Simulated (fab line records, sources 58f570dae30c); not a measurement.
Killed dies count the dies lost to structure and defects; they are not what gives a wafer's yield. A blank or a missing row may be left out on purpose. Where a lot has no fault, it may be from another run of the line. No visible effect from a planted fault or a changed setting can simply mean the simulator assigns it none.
fab line records -- flow berkeleyCmos170 -- part 1 of 2: steps 1 to 42 of 44
record: lots: 5, wafers: 15, lastDay: 14
route steps=331 shown CONTACT@226 M1@238 V1@254 M3@331
lots with no fault: from the same line, run without faults
startH: hours from the record's first day to the start of the lot's first wafer shown -- waitH: time in hours since the lot's previous step -- " same as the row above -- L1.1+2: a row that stands for several wafers -- - either no value or no given start -- * or withheld: withheld -- < > ~ a bound
route shown NAME@n: a module of which the file shows steps, and the number in the route of the first -- usual: mean/standard deviation taken from wafers without a fault -- same: alike in all rows -- chamber/n: place in a boat -- sites: readings site by site -- _std_site: their standard deviation -- _edge_site: mean of outer sites minus mean of inner sites -- radiusMm: for every site, how far away it sits from the centre of the wafer -- mask NAME#n: copy n -- behind: tool/chamber where the wafer was last shaped -- hold: cause of the lot's hold/its duration in hours/its outcome -- device: whichever transistor did not switch (one of n, p or np) -- end of line: the same wafers' tests at the end of the route -- where a step has no rows: the recipe by itself -- killed: at the first sort, the dies lost to defects and structure; wafer yield is something else -- map: shows each die of a wafer: x if killed, . if not, _ if none is there
set.NAME: the setting as run; set.NAME@STEP: as run at that earlier step -- model.NAME: the simulator's own value behind a step, which no gauge read
a table for each step, a row for each wafer; lots at some steps of the route
services: the hour from which a tool's chamber was out of use, counted from the record's first day as startH (under 0 if before that day), plus the number of hours and why
== steps ==
step: UCB170_CONTACT_COAT_10
recipe: resist: KrF, spinRpm: 1500, resistThkNm: 900
step: UCB170_CONTACT_SOFTBAKE_11
recipe: resist: KrF, tempC: 130, timeS: 60
step: UCB170_CONTACT_EXPOSE_12
recipe: maskId: CONT, targetCdNm: 700, na: 0.5, sigmaOuter: 0.6, sourceShape: conventional, doseMj: 35
step: UCB170_CONTACT_PEB_13
recipe: pebTempC: 130, pebTimeS: withheld, resist: KrF
step: UCB170_CONTACT_DEVELOP_14
recipe: developer: TMAH, developTimeS: 45, resist: KrF, devTempC: 21
step: UCB170_CONTACT_CD_MEAS_15
recipe: targetCdNm: 700
usual: cdNm: 700.3/1.4
lot.wafer,tool,chamber,startH,waitH,cdNm
L985.2,cdSem-01,-,183.15,-,700.0
L985.3,cdSem-01,-,183.15,-,698.9
L985.5,cdSem-01,-,183.15,-,698.8
L988.2,cdSem-02,-,195.80,-,700.3
L988.3,cdSem-02,-,195.80,-,699.5
L988.5,cdSem-02,-,195.80,-,699.1
L996.2,cdSem-02,-,248.22,-,692.4
L996.4,cdSem-02,-,248.22,-,692.3
L996.5,cdSem-02,-,248.22,-,692.4
L103.1,cdSem-02,-,278.04,-,699.1
L103.3,cdSem-02,-,278.04,-,698.6
L103.6,cdSem-02,-,278.04,-,698.6
L106.1,cdSem-02,-,318.31,-,699.1
L106.2,cdSem-02,-,318.31,-,700.0
L106.4,cdSem-02,-,318.31,-,700.8
step: UCB170_CONTACT_OVL_MEAS_16
usual: CONTACT_OVL: -4/4.8
lot.wafer,tool,chamber,startH,waitH,CONTACT_OVL[nm]
L985.2,overlay-01,-,183.26,0.1,-1
L985.3,overlay-01,-,183.26,0.1,-12
L985.5,overlay-01,-,183.26,0.1,-5
L988.2,overlay-02,-,195.90,0.1,0
L988.3,overlay-02,-,195.90,0.1,-1
L988.5,overlay-02,-,195.90,0.1,-2
L996.2,overlay-02,-,248.32,0.1,-4
L996.4,overlay-02,-,248.32,0.1,-5
L996.5,overlay-02,-,248.32,0.1,-16
L103.1,overlay-02,-,278.16,0.1,-10
L103.3,overlay-02,-,278.16,0.1,-5
L103.6,overlay-02,-,278.16,0.1,-1
L106.1,overlay-01,-,318.46,0.1,-10
L106.2,overlay-01,-,318.46,0.1,-9
L106.4,overlay-01,-,318.46,0.1,-10
step: UCB170_CONTACT_ETCH_17
recipe: chemistry: N2/H2, targetDepthA: withheld, overetchA: withheld, target: BARC, timeS: withheld, sourceW: 500, biasW: 100, pressureMtorr: 30, n2FlowSccm: 100, h2FlowSccm: 200
usual: biasW: 100.0/0.31, drypumpMotorCurrentA: 5.8/0.33, oesProductAu: 0.995/0.02, throttleValvePct: 13.37/0.17
lot.wafer,tool,chamber,startH,waitH,biasW,drypumpMotorCurrentA,oesProductAu,throttleValvePct
L985.2,rieDiel-01,3,183.29,0.0,99.6,5.8,0.980,13.14
L985.3,rieDiel-01,1,183.29,0.0,100.2,6.0,0.980,13.46
L985.5,rieDiel-01,0,183.29,0.0,99.6,5.6,0.963,13.61
L988.2,rieDiel-01,1,195.93,0.0,100.2,6.0,0.988,13.44
L988.3,rieDiel-01,2,195.93,0.0,100.3,5.4,0.981,13.26
L988.5,rieDiel-01,0,195.93,0.0,100.2,5.6,0.973,13.61
L996.2,rieDiel-01,0,248.35,0.0,100.0,5.6,0.974,13.61
L996.4,rieDiel-01,2,248.35,0.0,99.7,5.4,0.990,13.25
L996.5,rieDiel-01,0,248.35,0.0,100.2,5.6,0.967,13.61
L103.1,rieDiel-03,2,278.20,0.0,100.4,5.6,1.021,13.28
L103.3,rieDiel-03,1,278.20,0.0,99.9,6.1,1.017,13.51
L103.6,rieDiel-03,2,278.20,0.0,99.6,5.6,1.015,13.27
L106.1,rieDiel-01,0,318.49,0.0,100.0,5.6,0.964,13.62
L106.2,rieDiel-01,2,318.49,0.0,100.3,5.4,0.962,13.24
L106.4,rieDiel-01,1,318.49,0.0,100.3,6.0,0.972,13.46
step: UCB170_CONTACT_ETCH_18
recipe: chemistry: CHF3/CF4/Ar, target: PSG, stopOn: TiSi2, CHF3_flow_sccm: 45, cf4FlowSccm: 15, Ar_flow_sccm: 150, pressureMtorr: 200, rfW: 700, targetDepthA: 8400, overEtchFrac: 0.2, timeS: 195
step: UCB170_CONTACT_STRIP_19
recipe: chemistry: O2, powerW: 400, pressureMtorr: 3500, platenTempC: withheld, o2FlowSccm: 400, overashFraction: 0.5
usual: drypumpMotorCurrentA: 5.8/0.52, oesProductAu: 0.726/0.0045
lot.wafer,tool,chamber,startH,waitH,drypumpMotorCurrentA,oesProductAu,rfHoursCounterH
L985.2,plasmaAsher-04,0,183.46,-,6.0,0.727,44
L985.3,plasmaAsher-04,1,183.46,-,5.0,0.717,-
L985.5,plasmaAsher-04,0,183.46,-,6.0,0.723,-
L988.2,plasmaAsher-04,0,196.10,-,6.0,0.730,45
L988.3,plasmaAsher-04,0,196.10,-,6.1,0.724,-
L988.5,plasmaAsher-04,0,196.10,-,6.0,0.720,-
L996.2,plasmaAsher-01,1,248.52,-,5.5,0.721,46
L996.4,plasmaAsher-01,0,248.52,-,6.2,0.723,-
L996.5,plasmaAsher-01,0,248.52,-,6.3,0.728,-
L103.1,plasmaAsher-03,1,278.37,-,5.7,0.722,18
L103.3,plasmaAsher-03,1,278.37,-,5.7,0.729,-
L103.6,plasmaAsher-03,1,278.37,-,5.7,0.724,-
L106.1,plasmaAsher-01,0,318.66,-,6.3,0.729,53
L106.2,plasmaAsher-01,1,318.66,-,5.5,0.725,53
L106.4,plasmaAsher-01,0,318.66,-,6.3,0.721,-
step: UCB170_CONTACT_CD_MEAS_90
recipe: targetCdNm: 700
usual: cdNm: 700.1/1.6
lot.wafer,tool,chamber,startH,waitH,cdNm
L985.2,cdSem-01,-,183.58,0.1,700.6
L985.3,cdSem-01,-,183.58,0.1,699.0
L985.5,cdSem-01,-,183.58,0.1,699.8
L988.2,cdSem-01,-,196.22,0.1,700.6
L988.3,cdSem-01,-,196.22,0.1,699.0
L988.5,cdSem-01,-,196.22,0.1,700.1
L996.2,cdSem-01,-,248.64,0.1,692.7
L996.4,cdSem-01,-,248.64,0.1,691.4
L996.5,cdSem-01,-,248.64,0.1,690.9
L103.1,cdSem-01,-,278.47,0.1,700.0
L103.3,cdSem-01,-,278.47,0.1,698.3
L103.6,cdSem-01,-,278.47,0.1,698.8
L106.1,cdSem-01,-,318.81,0.1,698.9
L106.2,cdSem-01,-,318.81,0.1,699.3
L106.4,cdSem-01,-,318.81,0.1,699.3
step: UCB170_CONTACT_CLEAN_20
recipe: chemistry: SPM, tempC: 120, timeS: 600
step: UCB170_M1_SPUTTER_00
recipe: material: Al, targetThkNm: 600, timeS: 80, powerW: 6000, chamberPressurePa: 0.5
usual: cathodeDcPowerW: 6000.0/1.1, throttleValvePct: 30.7/1.1
lot.wafer,tool,chamber,startH,waitH,cathodeDcPowerW,throttleValvePct,model.Al_of_M1_SPUTTER_00.thkNm
L985.2,pvdSputter-02,-,183.87,0.0,5998.6,31.2,606.1
L985.3,pvdSputter-02,-,183.87,0.0,6001.3,29.1,595.3
L985.5,pvdSputter-02,-,183.87,0.0,6001.1,32.6,599.5
L988.2,pvdSputter-01,-,196.51,0.0,6001.4,30.4,589.8
L988.3,pvdSputter-01,-,196.51,0.0,5999.9,30.9,590.5
L988.5,pvdSputter-01,-,196.51,0.0,5999.7,30.8,589.5
L996.2,pvdSputter-02,-,248.92,0.0,5999.2,30.0,609.2
L996.4,pvdSputter-02,-,248.92,0.0,6002.0,32.7,607.5
L996.5,pvdSputter-02,-,248.92,0.0,5999.9,28.9,203.5
L103.1,pvdSputter-01,-,278.76,0.0,5999.4,30.1,587.8
L103.3,pvdSputter-01,-,278.76,0.0,5998.8,30.3,592.7
L103.6,pvdSputter-01,-,278.76,0.0,6001.2,30.9,592.1
L106.1,pvdSputter-02,-,319.39,0.0,6000.3,31.3,610.2
L106.2,pvdSputter-02,-,319.39,0.0,6001.6,29.8,606
L106.4,pvdSputter-02,-,319.39,0.0,6000.2,32.5,603.9
step: UCB170_M1_RS_MEAS_01
recipe: thkMeasGauge: four-point-probe, reads: Al_of_M1_SPUTTER_00
usual: M1_AL_RS: 0.0484/0.00061
lot.wafer,tool,chamber,startH,waitH,M1_AL_RS[ohm/sq]
L985.2,filmMetro-01,-,183.95,0.1,0.0480
L985.3,filmMetro-01,-,183.95,0.1,0.0490
L985.5,filmMetro-01,-,183.95,0.1,0.0485
L988.2,filmMetro-04,-,196.59,0.1,0.0493
L988.3,filmMetro-04,-,196.59,0.1,0.0493
L988.5,filmMetro-04,-,196.59,0.1,0.0493
L996.2,filmMetro-02,-,249.00,0.1,0.0478
L996.4,filmMetro-02,-,249.00,0.1,0.0480
L996.5,filmMetro-02,-,249.00,0.1,0.1490
L103.1,filmMetro-02,-,278.82,0.0,0.0495
L103.3,filmMetro-02,-,278.82,0.0,0.0492
L103.6,filmMetro-02,-,278.82,0.0,0.0492
L106.1,filmMetro-04,-,319.45,0.0,0.0475
L106.2,filmMetro-04,-,319.45,0.0,0.0479
L106.4,filmMetro-04,-,319.45,0.0,0.0482
step: UCB170_M1_THK_MEAS_02
recipe: thkMeasGauge: xrf, reads: Al_of_M1_SPUTTER_00
usual: M1_AL_THK: 610/7.9
lot.wafer,tool,chamber,startH,waitH,M1_AL_THK[nm]
L985.2,filmMetro-01,-,184.06,0.1,620
L985.3,filmMetro-01,-,184.06,0.1,610
L985.5,filmMetro-01,-,184.06,0.1,613
L988.2,filmMetro-04,-,196.70,0.1,591
L988.3,filmMetro-04,-,196.70,0.1,596
L988.5,filmMetro-04,-,196.70,0.1,591
L996.2,filmMetro-02,-,249.11,0.1,617
L996.4,filmMetro-02,-,249.11,0.1,612
L996.5,filmMetro-02,-,249.11,0.1,206
L103.1,filmMetro-02,-,278.94,0.1,599
L103.3,filmMetro-02,-,278.94,0.1,605
L103.6,filmMetro-02,-,278.94,0.1,603
L106.1,filmMetro-04,-,319.57,0.1,614
L106.2,filmMetro-04,-,319.57,0.1,611
L106.4,filmMetro-04,-,319.57,0.1,607
step: UCB170_M1_COAT_03
recipe: resist: BARC, tempC: withheld, timeS: withheld, spinRpm: 3000, resistThkNm: withheld
step: UCB170_M1_COAT_04
recipe: resist: KrF, spinRpm: 1500, resistThkNm: 900
step: UCB170_M1_SOFTBAKE_05
recipe: resist: KrF, tempC: 130, timeS: 60
step: UCB170_M1_EXPOSE_06
recipe: maskId: METAL1, targetCdNm: 700, na: 0.5, sigmaOuter: 0.6, sourceShape: conventional, doseMj: 21
step: UCB170_M1_PEB_07
recipe: pebTempC: 130, pebTimeS: withheld, resist: KrF
step: UCB170_M1_DEVELOP_08
recipe: developer: TMAH, developTimeS: 45, resist: KrF, devTempC: 21
step: UCB170_M1_CD_MEAS_09
recipe: targetCdNm: 700
usual: cdNm: 700.4/1.3
lot.wafer,tool,chamber,startH,waitH,cdNm
L985.2,cdSem-01,-,185.75,-,703.6
L985.3,cdSem-01,-,185.75,-,701.9
L985.5,cdSem-01,-,185.75,-,702.9
L988.2,cdSem-02,-,197.74,-,699.9
L988.3,cdSem-02,-,197.74,-,701.7
L988.5,cdSem-02,-,197.74,-,701.1
L996.2,cdSem-02,-,250.05,-,699.3
L996.4,cdSem-02,-,250.05,-,699.6
L996.5,cdSem-02,-,250.05,-,699.9
L103.1,cdSem-02,-,280.67,-,703.8
L103.3,cdSem-02,-,280.67,-,702.2
L103.6,cdSem-02,-,280.67,-,704.2
L106.1,cdSem-02,-,320.60,-,699.8
L106.2,cdSem-02,-,320.60,-,698.2
L106.4,cdSem-02,-,320.60,-,700.0
step: UCB170_M1_OVL_MEAS_10
usual: M1_OVL: 2/5.7
lot.wafer,tool,chamber,startH,waitH,M1_OVL[nm]
L985.2,overlay-01,-,185.85,0.1,2
L985.3,overlay-01,-,185.85,0.1,1
L985.5,overlay-01,-,185.85,0.1,-3
L988.2,overlay-02,-,197.85,0.1,-5
L988.3,overlay-02,-,197.85,0.1,10
L988.5,overlay-02,-,197.85,0.1,5
L996.2,overlay-02,-,250.16,0.1,5
L996.4,overlay-02,-,250.16,0.1,0
L996.5,overlay-02,-,250.16,0.1,0
L103.1,overlay-02,-,280.79,0.1,-7
L103.3,overlay-02,-,280.79,0.1,5
L103.6,overlay-02,-,280.79,0.1,4
L106.1,overlay-01,-,320.72,0.1,1
L106.2,overlay-01,-,320.72,0.1,2
L106.4,overlay-01,-,320.72,0.1,0
step: UCB170_M1_ETCH_11
recipe: chemistry: N2/H2, targetDepthA: withheld, overetchA: withheld, target: BARC, timeS: withheld, sourceW: 500, biasW: 100, pressureMtorr: 30, n2FlowSccm: 100, h2FlowSccm: 200
usual: biasW: 100.04/0.29, drypumpMotorCurrentA: 5.9/0.34, oesProductAu: 0.989/0.018, throttleValvePct: 13.35/0.11
lot.wafer,tool,chamber,startH,waitH,biasW,drypumpMotorCurrentA,oesProductAu,throttleValvePct
L985.2,rieDiel-02,2,185.88,0.0,99.97,6.0,1.003,13.49
L985.3,rieDiel-02,3,185.88,0.0,99.34,5.7,0.954,13.19
L985.5,rieDiel-02,0,185.88,0.0,100.41,5.5,1.001,13.31
L988.2,rieDiel-04,2,197.88,0.0,99.73,6.4,0.990,13.24
L988.3,rieDiel-04,0,197.88,0.0,99.68,5.7,0.983,13.44
L988.5,rieDiel-04,0,197.88,0.0,100.01,5.7,0.983,13.46
L996.2,rieDiel-01,0,250.19,0.0,100.36,5.6,0.981,13.62
L996.4,rieDiel-01,2,250.19,0.0,100.41,5.4,0.980,13.26
L996.5,rieDiel-01,2,250.19,0.0,100.07,5.4,0.983,13.24
L103.1,rieDiel-02,0,280.83,0.0,100.12,5.5,0.997,13.33
L103.3,rieDiel-02,3,280.83,0.0,100.46,5.7,0.950,13.21
L103.6,rieDiel-02,3,280.83,0.0,100.02,5.7,0.955,13.23
L106.1,rieDiel-01,0,320.75,0.0,100.43,5.6,0.972,13.62
L106.2,rieDiel-01,3,320.75,0.0,99.80,5.8,1.000,13.15
L106.4,rieDiel-01,1,320.75,0.0,100.39,6.1,0.984,13.44
step: UCB170_M1_METAL_ETCH_12
recipe: chemistry: Cl2/BCl3, target: Al, stopOn: PSG, pressureMtorr: 12, targetDepthA: 7800, overEtchFrac: 0.3, timeS: 130, icpW: 600, biasW: 120, Cl2_flow_sccm: 90, bcl3FlowSccm: 45
usual: biasW: 120.0/0.35, drypumpMotorCurrentA: 5.8/0.39, oesProductAu: 0.844/0.018, throttleValvePct: 24.41/0.098
lot.wafer,tool,chamber,startH,waitH,biasW,drypumpMotorCurrentA,oesProductAu,rfHoursCounterH,throttleValvePct
L985.2,rieMetal-04,0,185.92,-,119.8,6.0,0.833,9,24.36
L985.3,rieMetal-04,1,185.92,-,120.5,6.3,0.857,-,24.37
L985.5,rieMetal-04,1,185.92,-,120.3,6.3,0.858,-,24.36
L988.2,rieMetal-04,0,197.96,-,119.7,6.0,0.824,-,24.35
L988.3,rieMetal-04,0,197.96,-,120.0,6.0,0.823,-,24.37
L988.5,rieMetal-04,0,197.96,-,120.0,6.0,0.820,-,24.36
L996.2,rieMetal-03,1,250.23,-,119.9,5.8,0.845,2,24.60
L996.4,rieMetal-03,1,250.23,-,120.4,5.8,0.845,-,24.61
L996.5,rieMetal-03,1,250.23,-,120.5,5.8,0.537,-,24.77
L103.1,rieMetal-04,0,280.87,-,119.9,6.0,0.817,12,24.37
L103.3,rieMetal-04,1,280.87,-,120.1,6.3,0.843,-,24.55
L103.6,rieMetal-04,1,280.87,-,119.8,6.3,0.839,-,24.55
L106.1,rieMetal-01,0,320.79,-,120.5,6.0,0.866,14,24.32
L106.2,rieMetal-01,0,320.79,-,120.0,6.0,0.875,-,24.33
L106.4,rieMetal-01,0,320.79,-,120.2,6.0,0.862,-,24.32
step: UCB170_M1_STRIP_13
recipe: chemistry: O2, powerW: 400, pressureMtorr: 3500, platenTempC: withheld, o2FlowSccm: 400, overashFraction: 0.5
usual: drypumpMotorCurrentA: 5.7/0.47, oesProductAu: 0.720/0.0043
lot.wafer,tool,chamber,startH,waitH,drypumpMotorCurrentA,oesProductAu,rfHoursCounterH
L985.2,plasmaAsher-04,1,186.06,0.1,5.0,0.717,44
L985.3,plasmaAsher-04,1,186.06,0.1,5.0,0.715,-
L985.5,plasmaAsher-04,1,186.06,0.1,5.0,0.728,-
L988.2,plasmaAsher-01,1,198.19,0.2,5.5,0.708,43
L988.3,plasmaAsher-01,0,198.19,0.2,6.2,0.717,-
L988.5,plasmaAsher-01,1,198.19,0.2,5.5,0.720,-
L996.2,plasmaAsher-02,0,250.36,0.1,5.2,0.721,53
L996.4,plasmaAsher-02,0,250.36,0.1,5.2,0.725,-
L996.5,plasmaAsher-02,1,250.36,0.1,6.1,0.722,-
L103.1,plasmaAsher-01,1,281.00,0.1,5.5,0.724,50
L103.3,plasmaAsher-01,1,281.00,0.1,5.5,0.721,-
L103.6,plasmaAsher-01,1,281.00,0.1,5.5,0.718,-
L106.1,plasmaAsher-04,0,321.06,0.2,6.1,0.721,58
L106.2,plasmaAsher-04,1,321.06,0.2,5.0,0.729,58
L106.4,plasmaAsher-04,0,321.06,0.2,6.0,0.715,-
step: UCB170_M1_CD_MEAS_90
recipe: targetCdNm: 700
usual: cdNm: 700.5/2.6
lot.wafer,tool,chamber,startH,waitH,cdNm
L985.2,cdSem-01,-,186.47,0.4,702.8
L985.3,cdSem-01,-,186.47,0.4,705.8
L985.5,cdSem-01,-,186.47,0.4,707.4
L988.2,cdSem-01,-,198.31,0.1,697.4
L988.3,cdSem-01,-,198.31,0.1,698.7
L988.5,cdSem-01,-,198.31,0.1,697.2
L996.2,cdSem-01,-,250.48,0.1,699.0
L996.4,cdSem-01,-,250.48,0.1,699.0
L996.5,cdSem-01,-,250.48,0.1,701.1
L103.1,cdSem-01,-,281.10,0.1,704.4
L103.3,cdSem-01,-,281.10,0.1,705.3
L103.6,cdSem-01,-,281.10,0.1,705.8
L106.1,cdSem-01,-,321.16,0.1,698.9
L106.2,cdSem-01,-,321.16,0.1,697.3
L106.4,cdSem-01,-,321.16,0.1,697.8
step: UCB170_M1_ANNEAL_14
recipe: tempC: 400, timeS: 1200, ambient: formingGas
step: UCB170_V1_CVD_00
recipe: material: SiO2, targetThkNm: 2000, tempC: 390, precursor: TEOS/O2, timeS: 250, rfW: 550, pressureMtorr: 9000
step: UCB170_V1_THK_MEAS_01
recipe: reads: SiO2_of_V1_CVD_00
usual: V1_TEOS_THK: 1998/28
lot.wafer,tool,chamber,startH,waitH,V1_TEOS_THK[nm]
L985.2,filmMetro-04,-,188.07,0.1,2007
L985.3,filmMetro-04,-,188.07,0.1,2004
L985.5,filmMetro-04,-,188.07,0.1,1992
L988.2,filmMetro-03,-,200.91,0.1,1979
L988.3,filmMetro-03,-,200.91,0.1,1985
L988.5,filmMetro-03,-,200.91,0.1,2019
L996.2,filmMetro-02,-,253.09,0.1,1950
L996.4,filmMetro-02,-,253.09,0.1,2010
L996.5,filmMetro-02,-,253.09,0.1,1968
L103.1,filmMetro-04,-,283.75,0.1,1956
L103.3,filmMetro-04,-,283.75,0.1,1963
L103.6,filmMetro-04,-,283.75,0.1,2002
L106.1,filmMetro-02,-,323.49,0.1,1952
L106.2,filmMetro-02,-,323.49,0.1,1978
L106.4,filmMetro-02,-,323.49,0.1,2031
step: UCB170_V1_CMP_02
recipe: material: SiO2, downForcePsi: 6, platenRpm: 60, padVelocityMS: 0.75398
usual: edgeZonePressureFrac: 1.001/0.0046, motorCurrentA: 15.5/1.1
lot.wafer,tool,chamber,startH,waitH,edgeZonePressureFrac,motorCurrentA
L985.3,cmp-01,3,188.12,0.0,1.007,15.9
L985.2,cmp-01,2,188.12,0.0,1.001,13.9
L985.5,cmp-01,0,188.12,0.0,1.005,18.1
L988.2,cmp-01,3,201.01,0.1,0.995,14.9
L988.3,cmp-01,0,201.01,0.1,1.003,17.3
L988.5,cmp-01,3,201.01,0.1,1.002,15.6
L996.2,cmp-01,0,253.14,0.0,1.003,17.5
L996.4,cmp-01,2,253.14,0.0,0.997,14.0
L996.5,cmp-01,1,253.14,0.0,1.005,15.1
L103.3,cmp-01,2,283.86,0.1,0.998,13.7
L103.1,cmp-01,3,283.86,0.1,1.007,15.3
L103.6,cmp-01,1,283.86,0.1,1.001,15.0
L106.4,cmp-01,2,323.55,0.0,0.995,13.7
L106.2,cmp-01,3,323.55,0.0,1.001,14.9
L106.1,cmp-01,1,323.55,0.0,0.999,14.8
step: UCB170_V1_BOW_MEAS_03
recipe: mode: bow
usual: V1_BOW: 18/6.4
lot.wafer,tool,chamber,startH,waitH,V1_BOW[um]
L985.2,filmMetro-02,-,188.44,0.1,13
L985.3,filmMetro-02,-,188.44,0.1,29
L985.5,filmMetro-02,-,188.44,0.1,22
L988.2,filmMetro-04,-,201.28,0.2,16
L988.3,filmMetro-04,-,201.28,0.2,18
L988.5,filmMetro-04,-,201.28,0.2,17
L996.2,filmMetro-04,-,253.46,0.3,22
L996.4,filmMetro-04,-,253.46,0.3,13
L996.5,filmMetro-04,-,253.46,0.3,23
L103.1,filmMetro-02,-,284.11,0.1,28
L103.3,filmMetro-02,-,284.11,0.1,23
L103.6,filmMetro-02,-,284.11,0.1,12
L106.1,filmMetro-04,-,323.85,0.1,21
L106.2,filmMetro-04,-,323.85,0.1,32
L106.4,filmMetro-04,-,323.85,0.1,7
step: UCB170_V1_THK_MEAS_04
recipe: reads: SiO2_of_V1_CVD_00
usual: V1_POLISHED_THK: 1000.3/1.3
lot.wafer,tool,chamber,startH,waitH,V1_POLISHED_THK[nm]
L985.2,filmMetro-02,-,188.55,0.1,999.9
L985.3,filmMetro-02,-,188.55,0.1,998.9
L985.5,filmMetro-02,-,188.55,0.1,998.2
L988.2,filmMetro-04,-,201.39,0.1,998.5
L988.3,filmMetro-04,-,201.39,0.1,999.6
L988.5,filmMetro-04,-,201.39,0.1,999.0
L996.2,filmMetro-04,-,253.57,0.1,1000.3
L996.4,filmMetro-04,-,253.57,0.1,1000.7
L996.5,filmMetro-04,-,253.57,0.1,1000.1
L103.1,filmMetro-02,-,284.23,0.1,999.6
L103.3,filmMetro-02,-,284.23,0.1,1001.1
L103.6,filmMetro-02,-,284.23,0.1,1001.1
L106.1,filmMetro-04,-,323.97,0.1,1002.2
L106.2,filmMetro-04,-,323.97,0.1,1000.7
L106.4,filmMetro-04,-,323.97,0.1,1001.7
step: UCB170_V1_CLEAN_05
recipe: chemistry: DIW
step: UCB170_V1_HMDS_06
recipe: primeTimeS: 60, primeTempC: 100
step: UCB170_V1_COAT_07
recipe: resist: KrF, spinRpm: 1500, resistThkNm: 900
step: UCB170_V1_SOFTBAKE_08
recipe: resist: KrF, tempC: 130, timeS: 60
step: UCB170_V1_EXPOSE_09
recipe: maskId: VIA1, targetCdNm: 700, na: 0.5, sigmaOuter: 0.6, sourceShape: conventional, doseMj: 37
step: UCB170_V1_PEB_10
recipe: pebTempC: 130, pebTimeS: withheld, resist: KrF
step: UCB170_V1_DEVELOP_11
recipe: developer: TMAH, developTimeS: 45, resist: KrF, devTempC: 21
step: UCB170_V1_CD_MEAS_12
recipe: targetCdNm: 700
usual: cdNm: 699.8/1.3
lot.wafer,tool,chamber,startH,waitH,cdNm
L985.2,cdSem-02,-,189.99,-,700.4
L985.3,cdSem-02,-,189.99,-,700.7
L985.5,cdSem-02,-,189.99,-,699.5
L988.2,cdSem-02,-,202.74,-,699.4
L988.3,cdSem-02,-,202.74,-,699.1
L988.5,cdSem-02,-,202.74,-,698.0
L996.2,cdSem-02,-,255.48,-,700.8
L996.4,cdSem-02,-,255.48,-,699.8
L996.5,cdSem-02,-,255.48,-,701.5
L103.1,cdSem-01,-,286.35,-,699.6
L103.3,cdSem-01,-,286.35,-,699.8
L103.6,cdSem-01,-,286.35,-,700.4
L106.1,cdSem-02,-,325.36,-,702.1
L106.2,cdSem-02,-,325.36,-,701.1
L106.4,cdSem-02,-,325.36,-,700.4
step: UCB170_V1_OVL_MEAS_13
usual: V1_OVL: 0/4.4
lot.wafer,tool,chamber,startH,waitH,V1_OVL[nm]
L985.2,overlay-02,-,190.09,0.1,11
L985.3,overlay-02,-,190.09,0.1,3
L985.5,overlay-02,-,190.09,0.1,7
L988.2,overlay-02,-,202.84,0.1,-1
L988.3,overlay-02,-,202.84,0.1,-7
L988.5,overlay-02,-,202.84,0.1,-6
L996.2,overlay-02,-,255.58,0.1,-3
L996.4,overlay-02,-,255.58,0.1,-2
L996.5,overlay-02,-,255.58,0.1,-1
L103.1,overlay-01,-,299.95,13.6,-2
L103.3,overlay-01,-,299.95,13.6,-3
L103.6,overlay-01,-,299.95,13.6,-6
L106.1,overlay-02,-,325.48,0.1,6
L106.2,overlay-02,-,325.48,0.1,1
L106.4,overlay-02,-,325.48,0.1,4
== key ==
firstSign: step: UCB170_M1_RS_MEAS_01, reading: M1_AL_RS, direction: up, sigmas: 99+, usual: 0.0484, struck: 0.1490
effect: step: UCB170_M1_THK_MEAS_02, reading: M1_AL_THK, direction: down, sigmas: 51, usual: 610, struck: 206
effect: step: UCB170_M1_METAL_ETCH_12, reading: oesProductAu, direction: down, sigmas: 17, usual: 0.844, struck: 0.537
modelEffect: step: UCB170_M1_SPUTTER_00, value: Al_of_M1_SPUTTER_00.thkNm, without: 604.5, struck: 203.5
modelEffect: step: UCB170_V1_ETCH_14, value: Al_of_M1_SPUTTER_00.thkNm, without: 604.4, struck: 203.3
modelEffect: step: UCB170_M3_PROBE_99, value: etest.antennaM1.gateLog10ACm2, without: -8.341, struck: -7.739
metAt UCB170_M1_SPUTTER_00
struckWafers L996.5
loopTrim: step: UCB170_CONTACT_EXPOSE_12, setting: dose, lots: L996
onsetBetween 183.87 248.92
fault: kind: processParameterDrift, tool: pvdSputter-02, chamber: -, onsetH: 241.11, steps: UCB170_M1_SPUTTER_00, channel: targetThkNm, offset: -401.04, shape: step, endH: 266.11, actsIn: theseRecipesOnly, stated: 600, scope: struckWafersOnly
loopTrim: a control loop set the setting to another value than it would have without faults
